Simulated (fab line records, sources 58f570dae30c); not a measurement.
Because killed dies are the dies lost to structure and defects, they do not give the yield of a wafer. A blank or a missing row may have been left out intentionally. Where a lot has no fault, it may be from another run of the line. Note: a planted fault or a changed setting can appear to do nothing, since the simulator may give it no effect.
Split-lot trial :: flow berkeley cmos170 :: 23 wafers read from 5 lots, route of 331 steps

SPLIT DETAILS
At UCB170_PWELL_IMPLANT_15, the setting energy kev was moved away from the recipe's 60 on 5 of the 23 wafers read, by -4.9% to +3.1%. All remaining wafers had this setting at the recipe value.

The reading is taken at the split's own step.

THE READING
In nm, at UCB170_PWELL_IMPLANT_15: implant.drp nm, which is the simulator's own figure and was read by no gauge. The file does not state a usual value for it.

wafer: L076.2
tool, chamber at the split: implanter-03, 0
energy kev as run: 60
against the recipe: recipe
implant.drp nm, nm: 64.7
against lot-mates on the recipe: -

wafer: L076.3
tool, chamber at the split: implanter-03, 0
energy kev as run: 60
against the recipe: recipe
implant.drp nm, nm: 64.7
against lot-mates on the recipe: -

wafer: L076.4
tool, chamber at the split: implanter-03, 0
energy kev as run: 60
against the recipe: recipe
implant.drp nm, nm: 64.7
against lot-mates on the recipe: -

wafer: L076.5
tool, chamber at the split: implanter-03, 0
energy kev as run: 60
against the recipe: recipe
implant.drp nm, nm: 64.7
against lot-mates on the recipe: -

wafer: L076.6
tool, chamber at the split: implanter-03, 0
energy kev as run: 60
against the recipe: recipe
implant.drp nm, nm: 64.7
against lot-mates on the recipe: -

wafer: L077.1
tool, chamber at the split: implanter-01, 0
energy kev as run: 60
against the recipe: recipe
implant.drp nm, nm: 64.7
against lot-mates on the recipe: -

wafer: L077.4
tool, chamber at the split: implanter-01, 0
energy kev as run: 60
against the recipe: recipe
implant.drp nm, nm: 64.7
against lot-mates on the recipe: -

wafer: L077.6
tool, chamber at the split: implanter-01, 0
energy kev as run: 60
against the recipe: recipe
implant.drp nm, nm: 64.7
against lot-mates on the recipe: -

wafer: L080.1
tool, chamber at the split: implanter-01, 0
energy kev as run: 60
against the recipe: recipe
implant.drp nm, nm: 64.7
against lot-mates on the recipe: -

wafer: L080.4
tool, chamber at the split: implanter-01, 0
energy kev as run: 60
against the recipe: recipe
implant.drp nm, nm: 64.7
against lot-mates on the recipe: -

wafer: L080.5
tool, chamber at the split: implanter-01, 0
energy kev as run: 60
against the recipe: recipe
implant.drp nm, nm: 64.7
against lot-mates on the recipe: -

wafer: L080.3
tool, chamber at the split: implanter-01, 0
energy kev as run: 57.06
against the recipe: -4.9%
implant.drp nm, nm: 62.98
against lot-mates on the recipe: -1.72

wafer: L080.6
tool, chamber at the split: implanter-01, 0
energy kev as run: 57.06
against the recipe: -4.9%
implant.drp nm, nm: 62.98
against lot-mates on the recipe: -1.72

wafer: L079.1
tool, chamber at the split: implanter-03, 0
energy kev as run: 61.86
against the recipe: +3.1%
implant.drp nm, nm: 65.75
against lot-mates on the recipe: +1.05

wafer: L079.4
tool, chamber at the split: implanter-03, 0
energy kev as run: 61.86
against the recipe: +3.1%
implant.drp nm, nm: 65.75
against lot-mates on the recipe: +1.05

wafer: L079.5
tool, chamber at the split: implanter-03, 0
energy kev as run: 61.86
against the recipe: +3.1%
implant.drp nm, nm: 65.75
against lot-mates on the recipe: +1.05

wafer: L079.2
tool, chamber at the split: implanter-03, 0
energy kev as run: 60
against the recipe: recipe
implant.drp nm, nm: 64.7
against lot-mates on the recipe: -

wafer: L079.6
tool, chamber at the split: implanter-03, 0
energy kev as run: 60
against the recipe: recipe
implant.drp nm, nm: 64.7
against lot-mates on the recipe: -

wafer: L082.1
tool, chamber at the split: implanter-01, 0
energy kev as run: 60
against the recipe: recipe
implant.drp nm, nm: 64.7
against lot-mates on the recipe: -

wafer: L082.2
tool, chamber at the split: implanter-01, 0
energy kev as run: 60
against the recipe: recipe
implant.drp nm, nm: 64.7
against lot-mates on the recipe: -

wafer: L082.3
tool, chamber at the split: implanter-01, 0
energy kev as run: 60
against the recipe: recipe
implant.drp nm, nm: 64.7
against lot-mates on the recipe: -

wafer: L082.4
tool, chamber at the split: implanter-01, 0
energy kev as run: 60
against the recipe: recipe
implant.drp nm, nm: 64.7
against lot-mates on the recipe: -

wafer: L082.6
tool, chamber at the split: implanter-01, 0
energy kev as run: 60
against the recipe: recipe
implant.drp nm, nm: 64.7
against lot-mates on the recipe: -

FIT RESULTS
A straight line over all 23 wafers: implant.drp nm changes by +0.346 nm for each +1% of energy kev; r = +1.00; the points scatter about the line by 0.01 nm.
The same after taking each lot's own level away (the mean of its wafers on the recipe; 23 wafers): +0.346 nm for each +1%; r = +1.00; scatter 0.01 nm.
According to that fit, moving energy kev by its largest amount changes the reading by 1.7 nm.
The lots' own levels span 64.700 to 64.700 nm.
Hence the lot-to-lot level has little effect on the slope; both slopes agree.
Check: -1.69 nm against its lot-mates is what the line predicts for one of the wafers moved furthest among these (-4.9%) when that wafer is left out of the fit. Against them it came out at -1.72 nm.

THE OTHER SPLITS THESE WAFERS WENT THROUGH
Before the reading, these wafers also passed through other splits. Each is held against what the fit with the lots' levels taken away leaves over:
other split on the same wafers: UCB170_NWELL_IMPLANT_14 energy kev
wafers away from the commonest value: 6
r with implant.drp nm (lot level and that fit taken away): +0.33

other split on the same wafers: UCB170_PWELL_CVD_05 temp c
wafers away from the commonest value: 15
r with implant.drp nm (lot level and that fit taken away): +0.17

THE WHOLE CHAIN: every reading that the file lists as answering this split, in the file's order
step: UCB170_PWELL_IMPLANT_15
what it does: 
reading: implant.rp nm (the simulator's own value, which no gauge read)
change (the file's fit): +1.86 nm for each +1% of the setting
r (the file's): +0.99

step: UCB170_PWELL_IMPLANT_15
what it does: 
reading: implant.drp nm (the simulator's own value, which no gauge read)
change (the file's fit): +0.346 nm for each +1% of the setting
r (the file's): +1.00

FILE'S OWN FIT
implant.drp nm changes by +0.346 nm for each +1% of energy kev, r = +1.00.
